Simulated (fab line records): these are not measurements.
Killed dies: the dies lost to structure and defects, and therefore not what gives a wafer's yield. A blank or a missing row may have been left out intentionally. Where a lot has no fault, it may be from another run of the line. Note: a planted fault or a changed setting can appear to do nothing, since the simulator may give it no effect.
A struck lot beside a sound one -- flow ritCmos -- 16 out of 202 route steps
Sound: these wafers, L546.2, L546.3, L546.5. Wafers L552.1, L552.3, L552.6 were the ones struck. Last of all comes the cause.
Each step with rows lists, per side, the tool, then ch with its chambers, then its first start. Under that, the readings that differ: sound wafers -- struck wafers -- difference of the means -- sigmas: that difference in standard deviations of wafers without a fault.
alike: same words and numbers on both sides, and readings whose means sit less than 2 such deviations apart. not compared: any withheld reading, any reading some wafer has no value for, any bound like >300 that may hide the same value, and any number with overlapping values for which the record gives no deviation.
The two part at a step that has a row with sigmas, a row that says differs or no value, or rows on one side only. When numbers do not overlap yet have no deviation, they are printed without sigmas and do not part them. A reading missing from all wafers of one side parts the sides only when that side holds two or more wafers.

RIT_ACTIVE_BOW_MEAS_00:
  sound: filmMetro-03 at day 2 16:01; struck: filmMetro-02 at day 3 22:00
  alike: INCOMING_BOW
then, 1 step without rows for these wafers: RIT_ACTIVE_OXIDATION_01 (target thk 46.8 nm, ox time 3360 s).
RIT_ACTIVE_THK_MEAS_02:
  sound: filmMetro-01 at day 2 18:49; struck: filmMetro-01 at day 4 01:40
  alike: ACTIVE_OXIDE_THK
then, 1 step without rows for these wafers: RIT_ACTIVE_CVD_03 (deposits Si3N4 from SiH2Cl2/NH3, target thk 150 nm, time 1500 s).
RIT_ACTIVE_THK_MEAS_04:
  sound: filmMetro-03 at day 2 20:35; struck: filmMetro-03 at day 4 03:50
  alike: ACTIVE_NITRIDE_THK
then, 3 steps without rows for these wafers: RIT_ACTIVE_HMDS_05 (prime time 60 s); RIT_ACTIVE_COAT_06 (resist thk 1000 nm); RIT_ACTIVE_SOFTBAKE_07 (time 60 s).
RIT_ACTIVE_EXPOSE_08: exposes mask M1, target cd 1400 nm.
  sound on ilineStepper-02 ch 0, day 2 21:08; struck on ilineStepper-02 ch 0, day 4 04:39
reading,sound,struck,difference,sigmas
mask,M1#0 M1#0 M1#0,M1_R1#0 M1_R1#0 M1_R1#0,differs,
then, 2 steps without rows for these wafers: RIT_ACTIVE_PEB_09; RIT_ACTIVE_DEVELOP_10 (develop time 50 s).
RIT_ACTIVE_CD_MEAS_11 targets a cd of 1400 nm.
  sound: cdSem-02 at day 2 21:32; struck: cdSem-02 at day 4 05:03
reading,sound,struck,difference,sigmas
cdNm (nm),1401.6 1398.6 1400.1,1550.1 1549.9 1550.4,+150.0,+99 or more
then, 1 step without rows for these wafers: RIT_ACTIVE_HARDBAKE_12 (time 60 s).
RIT_ACTIVE_ETCH_13: etches Si3N4 in SF6, stops on SiO2, time 210 s, target depth 210 nm.
  sound on rieDiel-01 ch 0,1, day 2 21:47; struck on rieDiel-03 ch 1,2,3, day 4 05:19
reading,sound,struck,difference,sigmas
model.ACTIVE.cdNm (nm),1402 1398 1400,1550 1550 1550,+150,
  alike: drypumpMotorCurrentA, oesProductAu, throttleValvePct
  not compared: rfHoursCounterH
RIT_ACTIVE_STRIP_14: strips in O2, time 180 s.
  sound on plasmaAsher-03 ch 0,1, day 2 21:55; struck on plasmaAsher-03 ch 0,1, day 4 05:27
  alike: drypumpMotorCurrentA, o2FlowSccm
  not compared: rfHoursCounterH
RIT_M1_PROBE_99:
  sound: prober-01 at day 4 20:32; struck: prober-02 at day 6 02:16
reading,sound,struck,difference,sigmas
killedAtFrontEnd,5 2 4,14 14 16,+11,+4
killedDies,5 2 4,14 14 16,+11,+4
killedOnRim,1 1 1,6 8 10,+7,+5
model.etest.pplusSal.widthNm (nm),3442 3451 3429,3625 3605 3613,+174,
model.etest.nplusSal.widthNm (nm),3459 3463 3438,3626 3618 3591,+158,
model.etest.nldd.widthNm (nm),3168 3188 3176,3296 3326 3304,+131,
model.etest.pldd.widthNm (nm),3204 3202 3194,3310 3303 3312,+108,
model.etest.nmosNarrow.driveUaUm,220.4 223.5 223.3,266.1 269.2 265,+44.4,
model.etest.pmosNarrow.driveUaUm,104 106.6 105.8,117.4 119.3 116.5,+12.3,
model.etest.fieldP.vtV (V),-12.58 -12.56 -12.57,-12.75 -12.62 -12.69,-0.12,
  alike: killedAtContacts, killedOpen, killedShort
  not compared: model.etest.fieldPMetal.vtV

== WHERE THEY PART ==
Earliest at RIT_ACTIVE_EXPOSE_08; latest, in this record, at RIT_M1_PROBE_99.

WHY: what had been put in by the simulator
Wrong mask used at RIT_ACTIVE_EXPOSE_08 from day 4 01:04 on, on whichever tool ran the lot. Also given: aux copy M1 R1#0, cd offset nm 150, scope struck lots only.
